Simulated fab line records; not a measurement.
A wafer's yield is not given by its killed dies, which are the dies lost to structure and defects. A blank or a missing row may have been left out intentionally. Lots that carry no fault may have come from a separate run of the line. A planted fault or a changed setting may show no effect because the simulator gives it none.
Matching of chambers + flow berkeley cmos170 + wet bench-01 running UCB170_CONTACT_CLEAN_00: 3 sister chambers
The step cleans in SPM, time 600 s. 6 wafers are shown with their chamber, then 6 later ones without.

## EACH WAFER AND ITS CHAMBER
| wafer  | chamber | bath guard temp C (C) | bath heat duty pct (%) |
|--------|---------|-----------------------|------------------------|
| L345.5 | 1       | 121.0                 | 12.6                   |
| L345.6 | 1       | 121.0                 | 12.8                   |
| L346.2 | 0       | 119.9                 | 10.5                   |
| L346.3 | 0       | 120.0                 | 9.4                    |
| L351.4 | 3       | 120.8                 | 11.6                   |
| L351.6 | 3       | 120.4                 | 12.9                   |

## WAFERS WHOSE CHAMBER IS MISSING
| wafer  | bath guard temp C (C) | bath heat duty pct (%) |
|--------|-----------------------|------------------------|
| L366.2 | 120.6                 | 13.0                   |
| L366.4 | 121.2                 | 11.7                   |
| L366.6 | 121.2                 | 12.4                   |
| L365.1 | 120.0                 | 10.8                   |
| L365.3 | 120.0                 | 11.2                   |
| L365.4 | 120.0                 | 9.5                    |

## WHICH CHAMBER EACH WENT THROUGH
| wafer  | from the rows above     | in truth |
|--------|-------------------------|----------|
| L366.2 | can't be placed: 3 or 1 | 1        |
| L366.4 | can't be placed: 1 or 3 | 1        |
| L366.6 | 1                       | 1        |
| L365.1 | 0                       | 0        |
| L365.3 | 0                       | 0        |
| L365.4 | 0                       | 0        |
Correctly placed: 4 of 6. These rows do not allow placing 2 (true chamber among the candidates in 2). Placed wrongly: 0.
How it was worked out, from the rows above alone: a wafer's distance from a chamber is the root of the sum, over the readings, of the square of ((its reading less the chamber's mean) divided by the reading's scatter). If the next closest chamber is less than 2 further off than the closest, the wafer can't be placed; otherwise it belongs to the closest. The mean given for a chamber averages the wafers shown for that chamber. The scatter: take each reading less its chamber's mean, square it, sum over the shown wafers, divide by the number of wafers less the number of chambers, and take the root.
